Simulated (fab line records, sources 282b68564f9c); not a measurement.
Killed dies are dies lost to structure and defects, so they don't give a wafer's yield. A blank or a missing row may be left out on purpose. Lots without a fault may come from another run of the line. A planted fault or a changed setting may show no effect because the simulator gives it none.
fab line records | flow rit_cmos
record lots=7 wafers=21 last_day=8
route steps=202 shown GATE@89 REOX@98 NLDD@103 PLDD@114 SPACER@125 M1@202
lots that met no fault: from a run of the same line without faults
start_h: hours from the record's first day to the start of the lot's first wafer shown | wait_h: hours since the lot's step before | " the same as in the row above | L1.1+2: a row that stands for several wafers | - no value, or no start given | * or withheld: withheld | < > ~ a bound
route shown NAME@n: a module of which the file shows steps, and the number in the route of the first | usual: mean/standard deviation of fault-free wafers | same: alike in all rows | chamber/n: place in a boat | sites: the reading at each site | _std_site: their standard deviation | _edge_site: outer sites' mean less inner sites' | radius_mm: how far each site lies from the wafer's centre | mask NAME#n: copy n | behind: the tool/chamber that last shaped the wafer | hold: why the lot was held/for how many hours/how that ended | device: the transistor (n, p or np) that didn't switch | end of line: the same wafers' tests at the end of the route | a step without rows: its recipe alone | killed: dies lost to structure and defects at the first sort, not the wafer's yield | map: a wafer's dies, x killed, . not, _ none there
set.NAME: the setting as run; set.NAME@STEP: as run at that earlier step | model.NAME: the simulator's own value behind a step, which no gauge read
lots at some steps of the route; a table a step, a row a wafer
services: from which hour (start_h, from the record's first day; less than 0 if before it) a tool's chamber was out of use, for how many hours, and why
## steps
# step RIT_GATE_EXPOSE_13
# recipe mask_id=M6 na=0.6 source_shape=conventional sigma_outer=0.6 target_cd_nm=150 dose_mj=380
# step RIT_GATE_PEB_14
# recipe resist=NOVOLAK temp_c=withheld time_s=withheld
# step RIT_GATE_DEVELOP_15
# recipe resist=NOVOLAK develop_time_s=50 dev_temp_c=23
# step RIT_GATE_CD_MEAS_16
# recipe target_cd_nm=150
# usual cd_nm=151.1/2.5
# columns lot.wafer tool chamber start_h wait_h cd_nm
L619.1 cd_sem-01 - 48.58 - 144.3
L619.3 " - " " 142.3
L619.5 " - " " 144.0
L621.2 cd_sem-01 - 53.18 - 153.1
L621.4 " - " " 153.4
L621.5 " - " " 153.4
L628.2 cd_sem-01 - 93.02 - 148.0
L628.4 " - " " 148.3
L628.5 " - " " 148.3
L629.1 cd_sem-01 - 97.90 - 153.8
L629.4 " - " " 152.0
L629.5 " - " " 150.5
L631.1 cd_sem-01 - 107.62 - 152.1
L631.3 " - " " 150.8
L631.4 " - " " 152.1
L636.2 cd_sem-02 - 132.25 - 152.7
L636.3 " - " " 154.2
L636.6 " - " " 153.1
L641.3 cd_sem-02 - 159.74 - 149.7
L641.4 " - " " 151.8
L641.5 " - " " 149.8
# step RIT_GATE_OVL_MEAS_17
# usual GATE_OVL=0.6/1.2
# columns lot.wafer tool chamber start_h wait_h GATE_OVL[nm]
L619.1 overlay-01 - 48.70 0.1 1.1
L619.3 " - " " 1.4
L619.5 " - " " 0.6
L621.2 overlay-02 - 53.29 0.1 1.4
L621.4 " - " " 2.1
L621.5 " - " " 2.4
L628.2 overlay-02 - 93.13 0.1 1.8
L628.4 " - " " 1.5
L628.5 " - " " 0.3
L629.1 overlay-02 - 98.02 0.1 1.2
L629.4 " - " " 0.0
L629.5 " - " " 0.7
L631.1 overlay-01 - 107.74 0.1 -0.4
L631.3 " - " " 2.3
L631.4 " - " " -1.1
L636.2 overlay-02 - 132.35 0.1 1.6
L636.3 " - " " -0.2
L636.6 " - " " 0.4
L641.3 overlay-02 - 159.83 0.1 -0.6
L641.4 " - " " 0.2
L641.5 " - " " 0.7
# step RIT_GATE_HARDBAKE_18
# recipe resist=NOVOLAK temp_c=140 time_s=60
# step RIT_GATE_ETCH_19
# recipe chemistry=SF6/CHF3/O2 time_s=165 SF6_flow_sccm=30 CHF3_flow_sccm=30 O2_flow_sccm=5 target=poly-Si pressure_mtorr=40 rf_w=160 target_depth_a=3125 over_etch_frac=0.25 stop_on=SiO2
# usual drypump_motor_current_A=5.9/0.64 oes_product_au=0.847/0.015 throttle_valve_pct=10.27/0.16
# columns lot.wafer tool chamber start_h wait_h drypump_motor_current_A oes_product_au rf_hours_counter_h throttle_valve_pct
L619.1 rie_si-01 3 48.89 0.1 6.8 0.840 1 10.43
L619.3 " 2 " " 6.2 0.872 107 10.00
L619.5 " 3 " " 6.8 0.834 - 10.43
L621.2 rie_si-01 1 53.47 0.1 5.5 0.858 28 10.13
L621.4 " 0 " " 6.3 0.824 1 10.22
L621.5 " 2 " " 6.2 0.860 - 10.01
L628.2 rie_si-01 1 93.31 0.1 5.5 0.858 29 10.13
L628.4 " 3 " " 6.8 0.839 1 10.43
L628.5 " 0 " " 6.3 0.830 - 10.21
L629.1 rie_si-01 0 98.23 0.1 6.2 0.823 2 10.22
L629.4 " 1 " " 5.5 0.857 29 10.13
L629.5 " 0 " " 6.2 0.836 - 10.22
L631.1 rie_si-01 3 107.92 0.1 6.8 0.838 1 10.43
L631.3 " 2 " " 6.2 0.852 108 10.01
L631.4 " 1 " " 5.5 0.865 29 10.13
L636.2 rie_si-02 2 132.53 0.1 4.8 0.857 52 10.26
L636.3 " 0 " " 5.2 0.854 38 10.34
L636.6 " 3 " " 6.4 0.846 - 10.25
L641.3 rie_si-01 3 160.00 0.1 6.9 0.837 2 10.45
L641.4 " 1 " " 5.5 0.859 29 10.13
L641.5 " 2 " " 6.2 0.850 - 10.01
# step RIT_GATE_STRIP_20
# recipe chemistry=O2 time_s=180 resist=NOVOLAK platen_temp_c=withheld power_w=500 pressure_mtorr=4000 o2_flow_sccm=4000
# usual drypump_motor_current_A=5.8/0.31
# columns lot.wafer tool chamber start_h wait_h drypump_motor_current_A rf_hours_counter_h
L619.1 plasma_asher-01 0 49.00 0.1 6.0 39
L619.3 " 0 " " 6.0 -
L619.5 " 0 " " 6.0 -
L621.2 plasma_asher-03 0 53.58 0.1 6.0 27
L621.4 " 0 " " 6.0 -
L621.5 " 0 " " 6.0 -
L628.2 plasma_asher-01 1 93.42 0.1 5.5 44
L628.4 " 0 " " 6.0 -
L628.5 " 0 " " 6.0 -
L629.1 plasma_asher-03 1 98.34 0.1 5.3 31
L629.4 " 0 " " 6.0 -
L629.5 " 1 " " 5.3 -
L631.1 plasma_asher-01 1 108.03 0.1 5.5 45
L631.3 " 0 " " 6.0 -
L631.4 " 1 " " 5.6 -
L636.2 plasma_asher-02 1 132.64 0.1 5.9 50
L636.3 " 0 " " 6.2 -
L636.6 " 0 " " 6.2 -
L641.3 plasma_asher-01 1 160.17 0.1 5.5 -
L641.4 " 0 " " 6.0 -
L641.5 " 1 " " 5.5 -
# step RIT_GATE_CD_MEAS_90
# recipe target_cd_nm=150
# usual cd_nm=151.1/2.5
# columns lot.wafer tool chamber start_h wait_h cd_nm
L619.1 cd_sem-01 - 49.17 0.1 143.7
L619.3 " - " " 142.6
L619.5 " - " " 143.9
L621.2 cd_sem-01 - 53.77 0.1 152.9
L621.4 " - " " 153.2
L621.5 " - " " 153.3
L628.2 cd_sem-02 - 93.61 0.1 147.4
L628.4 " - " " 148.5
L628.5 " - " " 148.2
L629.1 cd_sem-02 - 98.52 0.1 153.8
L629.4 " - " " 151.9
L629.5 " - " " 150.8
L631.1 cd_sem-02 - 108.21 0.1 152.3
L631.3 " - " " 151.2
L631.4 " - " " 151.7
L636.2 cd_sem-02 - 132.84 0.1 152.7
L636.3 " - " " 154.8
L636.6 " - " " 153.3
L641.3 cd_sem-02 - 160.32 0.1 149.3
L641.4 " - " " 151.6
L641.5 " - " " 150.3
# step RIT_REOX_CLEAN_00
# recipe chemistry=SC1 mix=3:3:50 time_s=600 temp_c=75
# step RIT_REOX_CLEAN_01
# recipe chemistry=dHF dilution=50:1 time_s=30
# step RIT_REOX_CLEAN_02
# recipe chemistry=SC2 mix=3:3:50 time_s=600 temp_c=75 dry=n2_spin
# step RIT_REOX_OXIDATION_03
# recipe temp_c=900 ambient=O2 target_thk_a=252 ox_time_s=5580
# usual spike_tc_centre_C=901.5/1 tube_center_temp_C=900/0.082
# columns lot.wafer tool chamber start_h wait_h spike_tc_centre_C tube_center_temp_C model.SiO2_of_REOX_OXIDATION_03.thk_nm
L619.1 furnace-01 0 49.72 0.0 901.9 900.01 25.02
L619.3 " 0 " " 901.7 900.05 25.23
L619.5 " 0 " " 901.0 900.14 25.24
L621.2 furnace-04 0 56.41 2.1 900.8 899.97 24.63
L621.4 " 0 " " 901.3 899.9 24.5
L621.5 " 0 " " 902.4 899.98 23.98
L628.2 furnace-04 0 95.12 1.0 900.1 900.05 28.14
L628.4 " 0 " " 900.9 899.92 27.84
L628.5 " 0 " " 900.5 899.92 28.11
L629.1 furnace-04 0 99.01 0.0 900.7 899.96 28.26
L629.4 " 0 " " 901.9 900.08 28.44
L629.5 " 0 " " 901.2 900.09 28.31
L631.1 furnace-04 0 108.90 0.0 899.1 899.89 28.32
L631.3 " 0 " " 902.5 899.99 28.25
L631.4 " 0 " " 900.1 899.98 28.12
L636.2 furnace-01 0 134.29 1.0 900.8 900 24.89
L636.3 " 0 " " 901.6 900.01 24.7
L636.6 " 0 " " 903.3 899.99 25.09
L641.3 furnace-03 0 161.93 1.2 900.4 899.98 25.79
L641.4 " 0 " " 901.5 900.13 25.51
L641.5 " 0 " " 901.8 899.97 25.38
# step RIT_REOX_THK_MEAS_04
# recipe reads=SiO2_of_REOX_OXIDATION_03
# usual REOX_OXIDE_THK=25.0/0.55
# columns lot.wafer tool chamber start_h wait_h REOX_OXIDE_THK[nm]
L619.1 film_metro-04 - 52.27 0.0 25.1
L619.3 " - " " 25.3
L619.5 " - " " 25.3
L621.2 film_metro-02 - 58.97 0.0 24.6
L621.4 " - " " 24.5
L621.5 " - " " 24.0
L628.2 film_metro-01 - 97.68 0.0 28.1
L628.4 " - " " 27.9
L628.5 " - " " 28.2
L629.1 film_metro-02 - 101.56 0.0 28.2
L629.4 " - " " 28.4
L629.5 " - " " 28.3
L631.1 film_metro-02 - 111.45 0.0 28.3
L631.3 " - " " 28.2
L631.4 " - " " 28.1
L636.2 film_metro-01 - 136.85 0.0 24.9
L636.3 " - " " 24.7
L636.6 " - " " 25.1
L641.3 film_metro-04 - 164.50 0.0 25.8
L641.4 " - " " 25.5
L641.5 " - " " 25.4
# step RIT_NLDD_HMDS_00
# recipe prime_time_s=60 prime_temp_c=140
# step RIT_NLDD_COAT_01
# recipe resist=NOVOLAK spin_rpm=3250 resist_thk_nm=1000
# step RIT_NLDD_SOFTBAKE_02
# recipe resist=NOVOLAK temp_c=90 time_s=60
# step RIT_NLDD_EXPOSE_03
# recipe mask_id=M7 na=0.57 target_cd_nm=40700 dose_mj=250
# step RIT_NLDD_PEB_04
# recipe resist=NOVOLAK temp_c=withheld time_s=withheld
# step RIT_NLDD_DEVELOP_05
# recipe resist=NOVOLAK develop_time_s=50 dev_temp_c=23
# step RIT_NLDD_OVL_MEAS_06
# usual NLDD_OVL=-0.1/1.2
# columns lot.wafer tool chamber start_h wait_h NLDD_OVL[nm]
L619.1 overlay-01 - 53.24 - -3.2
L619.3 " - " " -2.0
L619.5 " - " " 1.2
L621.2 overlay-01 - 60.00 - -1.6
L621.4 " - " " 0.1
L621.5 " - " " -0.6
L628.2 overlay-02 - 98.76 - -1.0
L628.4 " - " " 0.1
L628.5 " - " " -1.3
L629.1 overlay-02 - 102.68 - 0.7
L629.4 " - " " 0.4
L629.5 " - " " -0.5
L631.1 overlay-02 - 112.45 - 2.5
L631.3 " - " " 0.6
L631.4 " - " " 1.5
L636.2 overlay-01 - 137.89 - -0.9
L636.3 " - " " -0.1
L636.6 " - " " 0.8
L641.3 overlay-01 - 165.42 - -0.7
L641.4 " - " " 0.2
L641.5 " - " " -1.1
# step RIT_NLDD_HARDBAKE_07
# recipe resist=NOVOLAK temp_c=140 time_s=60
# step RIT_NLDD_IMPLANT_08
# recipe species=P energy_kev=20 dose_cm2=5e+14 tilt_deg=7
# step RIT_NLDD_STRIP_09
# recipe chemistry=O2 time_s=180 resist=NOVOLAK platen_temp_c=withheld power_w=500 pressure_mtorr=4000 o2_flow_sccm=4000
# usual drypump_motor_current_A=5.73/0.3
# columns lot.wafer tool chamber start_h wait_h drypump_motor_current_A rf_hours_counter_h
L619.1 plasma_asher-04 0 53.58 0.1 5.42 39
L619.3 " 1 " " 5.64 -
L619.5 " 1 " " 5.64 -
L621.2 plasma_asher-02 1 60.33 0.1 5.91 42
L621.4 " 1 " " 5.93 -
L621.5 " 1 " " 5.90 -
L628.2 plasma_asher-03 1 99.09 0.1 5.31 32
L628.4 " 0 " " 5.99 -
L628.5 " 0 " " 6.00 -
L629.1 plasma_asher-03 1 103.08 0.1 5.32 32
L629.4 " 0 " " 6.01 -
L629.5 " 1 " " 5.32 -
L631.1 plasma_asher-04 0 112.88 0.1 5.45 45
L631.3 " 0 " " 5.41 -
L631.4 " 1 " " 5.63 -
L636.2 plasma_asher-04 1 138.22 0.1 5.67 48
L636.3 " 0 " " 5.42 -
L636.6 " 1 " " 5.63 -
L641.3 plasma_asher-03 1 165.80 0.1 5.32 -
L641.4 " 0 " " 5.95 -
L641.5 " 1 " " 5.32 -
# step RIT_NLDD_TW_MEAS_10
# usual NLDD_TW=2494/24
# columns lot.wafer tool chamber start_h wait_h NLDD_TW
L619.1 film_metro-03 - 53.75 0.1 2468
L619.3 " - " " 2458
L619.5 " - " " 2466
L621.2 film_metro-02 - 60.52 0.1 2478
L621.4 " - " " 2482
L621.5 " - " " 2479
L628.2 film_metro-01 - 99.27 0.1 2504
L628.4 " - " " 2512
L628.5 " - " " 2518
L629.1 film_metro-01 - 103.25 0.1 2502
L629.4 " - " " 2501
L629.5 " - " " 2512
L631.1 film_metro-01 - 113.06 0.1 2501
L631.3 " - " " 2514
L631.4 " - " " 2521
L636.2 film_metro-01 - 138.40 0.1 2514
L636.3 " - " " 2517
L636.6 " - " " 2522
L641.3 film_metro-01 - 165.94 0.1 2509
L641.4 " - " " 2516
L641.5 " - " " 2522
# step RIT_PLDD_HMDS_00
# recipe prime_time_s=60 prime_temp_c=140
# step RIT_PLDD_COAT_01
# recipe resist=NOVOLAK spin_rpm=3250 resist_thk_nm=1000
# step RIT_PLDD_SOFTBAKE_02
# recipe resist=NOVOLAK temp_c=90 time_s=60
# step RIT_PLDD_EXPOSE_03
# recipe mask_id=M8 na=0.57 target_cd_nm=40900 dose_mj=250
# step RIT_PLDD_PEB_04
# recipe resist=NOVOLAK temp_c=withheld time_s=withheld
# step RIT_PLDD_DEVELOP_05
# recipe resist=NOVOLAK develop_time_s=50 dev_temp_c=23
# step RIT_PLDD_OVL_MEAS_06
# usual PLDD_OVL=-0.5/1.4
# columns lot.wafer tool chamber start_h wait_h PLDD_OVL[nm]
L619.1 overlay-01 - 54.66 - -0.5
L619.3 " - " " -1.4
L619.5 " - " " -0.8
L621.2 overlay-01 - 61.42 - 1.0
L621.4 " - " " 0.4
L621.5 " - " " 0.5
L628.2 overlay-01 - 100.18 - 0.1
L628.4 " - " " 0.2
L628.5 " - " " -1.9
L629.1 overlay-02 - 104.29 - -0.8
L629.4 " - " " -0.6
L629.5 " - " " -1.0
L631.1 overlay-01 - 114.09 - -1.0
L631.3 " - " " -0.4
L631.4 " - " " -1.1
L636.2 overlay-01 - 139.31 - 0.9
L636.3 " - " " -0.8
L636.6 " - " " -0.9
L641.3 overlay-01 - 166.97 - 0.2
L641.4 " - " " -1.4
L641.5 " - " " 0.9
# step RIT_PLDD_HARDBAKE_07
# recipe resist=NOVOLAK temp_c=140 time_s=60
# step RIT_PLDD_IMPLANT_08
# recipe species=BF2 energy_kev=20 dose_cm2=9e+14 tilt_deg=7
# step RIT_PLDD_STRIP_09
# recipe chemistry=O2 time_s=180 resist=NOVOLAK platen_temp_c=withheld power_w=500 pressure_mtorr=4000 o2_flow_sccm=4000
# usual drypump_motor_current_A=5.65/0.29
# columns lot.wafer tool chamber start_h wait_h drypump_motor_current_A rf_hours_counter_h
L619.1 plasma_asher-03 0 55.00 0.1 6.01 27
L619.3 " 0 " " 5.99 -
L619.5 " 1 " " 5.32 -
L621.2 plasma_asher-03 0 61.75 0.1 6.00 28
L621.4 " 1 " " 5.31 -
L621.5 " 0 " " 5.99 -
L628.2 plasma_asher-04 0 100.51 0.1 5.42 44
L628.4 " 1 " " 5.67 -
L628.5 " 1 " " 5.64 -
L629.1 plasma_asher-03 1 104.62 0.1 5.32 32
L629.4 " 0 " " 6.00 -
L629.5 " 1 " " 5.33 -
L631.1 plasma_asher-04 0 114.43 0.1 5.43 46
L631.3 " 0 " " 5.43 -
L631.4 " 1 " " 5.63 -
L636.2 plasma_asher-04 1 139.64 0.1 5.62 48
L636.3 " 1 " " 5.64 -
L636.6 " 1 " " 5.63 -
L641.3 plasma_asher-01 1 167.35 0.1 5.55 -
L641.4 " 0 " " 6.03 -
L641.5 " 1 " " 5.54 -
# step RIT_PLDD_TW_MEAS_10
# usual PLDD_TW=2348/21
# columns lot.wafer tool chamber start_h wait_h PLDD_TW
L619.1 film_metro-01 - 55.17 0.1 2365
L619.3 " - " " 2353
L619.5 " - " " 2359
L621.2 film_metro-02 - 61.94 0.1 2335
L621.4 " - " " 2334
L621.5 " - " " 2316
L628.2 film_metro-01 - 100.69 0.1 2377
L628.4 " - " " 2379
L628.5 " - " " 2369
L629.1 film_metro-01 - 104.80 0.1 2367
L629.4 " - " " 2367
L629.5 " - " " 2359
L631.1 film_metro-01 - 114.61 0.1 2364
L631.3 " - " " 2356
L631.4 " - " " 2374
L636.2 film_metro-01 - 139.82 0.1 2367
L636.3 " - " " 2376
L636.6 " - " " 2367
L641.3 film_metro-01 - 167.48 0.1 2377
L641.4 " - " " 2370
L641.5 " - " " 2378
# step RIT_SPACER_CLEAN_00
# recipe chemistry=SC1 mix=3:3:50 time_s=600 temp_c=75
# columns lot.wafer tool chamber start_h wait_h model.SiO2_of_REOX_OXIDATION_03.thk_nm
L619.1 wet_bench-02 2 55.23 0.1 23.11
L619.3+5 " 2 " " 23.3
L621.2 wet_bench-02 3 61.99 0.0 22.7
L621.4 " 3 " " 22.59
L621.5 " 3 " " 22.11
L628.2 wet_bench-01 1 100.74 0.0 25.95
L628.4 " 1 " " 25.69
L628.5 " 1 " " 25.93
L629.1 wet_bench-04 1 104.86 0.1 26.08
L629.4 " 1 " " 26.24
L629.5 " 1 " " 26.13
L631.1 wet_bench-02 1 114.67 0.1 26.11
L631.3 " 1 " " 26.06
L631.4 " 1 " " 25.93
L636.2 wet_bench-01 0 139.87 0.0 22.94
L636.3 " 0 " " 22.77
L636.6 " 0 " " 23.13
L641.3 wet_bench-01 0 167.52 0.0 23.82
L641.4 " 0 " " 23.56
L641.5 " 0 " " 23.43
# step RIT_SPACER_CLEAN_01
# recipe chemistry=dHF dilution=50:1 time_s=30
# step RIT_M1_PROBE_99
# usual killed_at_front_end=6/3.1 killed_dies=7/3.2 killed_open=3.1/1.9 killed_short=3.5/2.2
# same gross_dies=264 killed_at_M0_to_M3=0 killed_at_M4_up=0 killed_at_back_side=0 killed_at_contacts=0 killed_at_other=0
# columns lot.wafer tool chamber start_h wait_h killed_at_front_end killed_dies killed_open killed_short model.etest.pmos_turned.r_on_ohm_um model.etest.pmos_0p3.r_on_ohm_um model.etest.pmos_0p15.r_on_ohm_um model.etest.pldd.rs_ohm_sq model.etest.nmos_0p15.r_on_ohm_um model.etest.nmos_0p3.r_on_ohm_um model.etest.nmos_turned.drive_ua_um model.etest.nldd.rs_ohm_sq
L619.1 prober-02 - 69.25 0.1 10 10 4 6 3362 6272 2660 508.3 1064 2117 345.3 367.9
L619.3 prober-02 - 69.35 0.2 6 6 3 3 3359 6203 2666 520.4 1060 2102 345.1 369.4
L619.5 prober-02 - 69.45 0.2 5 5 3 2 3306 6066 2598 520.7 1037 2045 347.1 368
L621.2 prober-01 - 76.02 0.1 2 2 1 1 3408 6267 2802 469.8 1137 2158 336.6 361.3
L621.4 prober-01 - 76.12 0.2 4 4 0 4 3386 6309 2783 468.2 1153 2160 337.5 361.8
L621.5 prober-01 - 76.17 0.2 8 8 4 4 3306 6162 2718 445.2 1132 2137 346.3 350.9
L628.2 prober-01 - 115.29 0.1 4 4 2 2 3958 6600 2990 662.9 1164 2235 262 421.4
L628.4 prober-01 - 115.39 0.2 8 8 3 5 3911 6578 2967 639 1161 2215 270.4 413.8
L628.5 prober-01 - 115.44 0.2 7 7 1 6 3979 6604 3036 667 1196 2233 261.6 423.6
L629.1 prober-01 - 118.81 0.1 9 9 3 6 4418 6867 3307 735.9 1314 2355 223.7 468.6
L629.4 prober-01 - 118.96 0.2 3 3 1 2 4371 6846 3289 745.5 1308 2339 222.9 472.6
L629.5 prober-01 - 119.01 0.2 9 9 4 5 4317 6827 3235 735.1 1311 2343 228.9 466.7
L631.1 prober-01 - 128.00 0.1 10 10 5 5 4220 6514 3147 771.8 1208 2183 254.6 450.7
L631.3 prober-01 - 128.10 0.2 5 5 2 3 4156 6524 3122 764.4 1204 2190 256.1 447
L631.4 prober-01 - 128.15 0.2 5 5 3 2 4144 6428 3087 752.5 1204 2172 257 446.8
L636.2 prober-02 - 153.40 0.1 5 5 3 2 3460 6348 2828 481.9 1153 2187 325.2 372.2
L636.3 prober-02 - 153.45 0.2 6 6 2 4 3436 6313 2809 472.1 1165 2192 325.9 369.3
L636.6 prober-02 - 153.60 0.2 2 2 2 0 3512 6436 2851 495.3 1180 2199 316.9 373.4
L641.3 prober-02 - 182.31 0.2 5 5 2 3 3746 6647 2992 599.7 1170 2227 305.1 398.2
L641.4 prober-02 - 182.36 0.2 12 12 5 7 3772 6678 2998 581.2 1160 2232 308.3 388.4
L641.5 prober-02 - 182.41 0.2 4 4 1 2 3617 6481 2879 574.6 1138 2200 312.4 389.4
# killed by level:class
L619.1 FOX1:geometric_particle:short=2 REOX:geometric_particle:short=2 FOX2:geometric_particle:open=1 GATE:geometric_particle:short=1 GATE:geometric_particle:open=1 SPACER:geometric_particle:open=1 SILICIDE:geometric_particle:short=1 SILICIDE:geometric_particle:open=1
L619.3 FOX1:geometric_particle:open=2 SPACER:geometric_particle:short=2 FOX2:geometric_particle:open=1 FOX2:geometric_particle:short=1
L619.5 ACTIVE:geometric_particle:open=1 FOX2:geometric_particle:short=1 GATE:geometric_particle:open=1 SPACER:geometric_particle:short=1 SPACER:geometric_particle:open=1
L621.2 GATE:geometric_particle:short=1 SILICIDE:geometric_particle:open=1
L621.4 SPACER:geometric_particle:short=2 GATE:geometric_particle:short=1 SILICIDE:geometric_particle:short=1
L621.5 GATE:geometric_particle:open=3 GATE:geometric_particle:short=2 SPACER:geometric_particle:short=2 SPACER:geometric_particle:open=1
L628.2 FOX1:geometric_particle:open=2 FOX1:geometric_particle:short=1 SPACER:geometric_particle:short=1
L628.4 REOX:geometric_particle:short=2 SPACER:geometric_particle:open=2 GATE:geometric_particle:short=1 SPACER:geometric_particle:short=1 SILICIDE:geometric_particle:short=1 SILICIDE:geometric_particle:open=1
L628.5 FOX2:geometric_particle:short=2 GATE:geometric_particle:short=1 GATE:geometric_particle:open=1 REOX:geometric_particle:short=1 SPACER:geometric_particle:short=1 SILICIDE:geometric_particle:short=1
L629.1 GATE:geometric_particle:short=4 GATE:geometric_particle:open=3 REOX:geometric_particle:short=1 SILICIDE:geometric_particle:short=1
L629.4 GATE:geometric_particle:open=1 GATE:geometric_particle:short=1 SILICIDE:geometric_particle:short=1
L629.5 SILICIDE:geometric_particle:short=3 GATE:geometric_particle:open=2 GATE:geometric_particle:short=2 FOX1:geometric_particle:open=1 REOX:geometric_particle:open=1
L631.1 GATE:geometric_particle:short=3 REOX:geometric_particle:open=2 FOX1:geometric_particle:open=1 GATE:geometric_particle:open=1 SILICIDE:geometric_particle:short=1 SILICIDE:geometric_particle:open=1 STARTING-WAFER:geometric_particle:short=1
L631.3 SILICIDE:geometric_particle:short=3 FOX1:geometric_particle:open=1 GATE:geometric_particle:open=1
L631.4 GATE:geometric_particle:open=2 FOX1:geometric_particle:short=1 FOX2:geometric_particle:short=1 SPACER:geometric_particle:open=1
L636.2 GATE:geometric_particle:open=2 FOX1:geometric_particle:short=1 GATE:geometric_particle:short=1 REOX:geometric_particle:open=1
L636.3 REOX:geometric_particle:short=2 FOX1:geometric_particle:short=1 GATE:geometric_particle:short=1 GATE:geometric_particle:open=1 SPACER:geometric_particle:open=1
L636.6 GATE:geometric_particle:open=2
L641.3 GATE:geometric_particle:open=2 GATE:geometric_particle:short=1 SPACER:geometric_particle:short=1 SILICIDE:geometric_particle:short=1
L641.4 GATE:geometric_particle:open=4 GATE:geometric_particle:short=3 FOX2:geometric_particle:short=2 FOX1:geometric_particle:short=1 REOX:geometric_particle:short=1 SPACER:geometric_particle:open=1
L641.5 SPACER:geometric_particle:short=2 SPACER:geometric_particle:open=1 NLDD:coat_microbubble_printed=1
## services
# columns tool chamber start_h hours kind
furnace-01 - 27.24 2.7 pm
plasma_asher-01 - 43.43 1.2 repair
plasma_asher-04 - 49.04 2.8 pm
plasma_asher-04 - 85.90 2.0 repair
plasma_asher-04 - 89.52 2.1 repair
plasma_asher-01 - 108.75 9.0 pm
plasma_asher-01 0 108.75 9.0 vent_cycle
plasma_asher-01 1 108.75 9.0 vent_cycle
plasma_asher-01 0 117.75 - clean
plasma_asher-01 1 117.75 - clean
furnace-04 - 124.44 4.2 pm
furnace-04 - 136.92 18.3 pm
## key
first_sign step=RIT_REOX_THK_MEAS_04 reading=REOX_OXIDE_THK direction=up sigmas=5.7 usual=25.0 struck=28.2
effect none on later readings
model_effect step=RIT_REOX_OXIDATION_03 value=SiO2_of_REOX_OXIDATION_03.thk_nm without=24.96 struck=28.2
model_effect step=RIT_SPACER_CLEAN_00 value=SiO2_of_REOX_OXIDATION_03.thk_nm without=23.02 struck=26.01
model_effect step=RIT_M1_PROBE_99 value=etest.pmos_turned.r_on_ohm_um without=3428 struck=4164
met_at RIT_REOX_OXIDATION_03
struck_wafers L628.2,L628.4,L628.5,L629.1,L629.4,L629.5,L631.1,L631.3,L631.4
tester_left_out L628,L629,L631
onset_between 56.41 95.12
fault kind=process_parameter_drift tool=furnace-04 chamber=- onset_h=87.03 steps=RIT_REOX_OXIDATION_03 channel=ox_time_s offset=* shape=step end_h=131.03 acts_in=* stated=*
# tester_left_out: of these lots the tester's yield and bins aren't shown, on N5 and GAA mostly nor the transistor test; their killed dies are dies lost to structure and defects alone, not to doping, threshold or leakage, so they don't give the yield
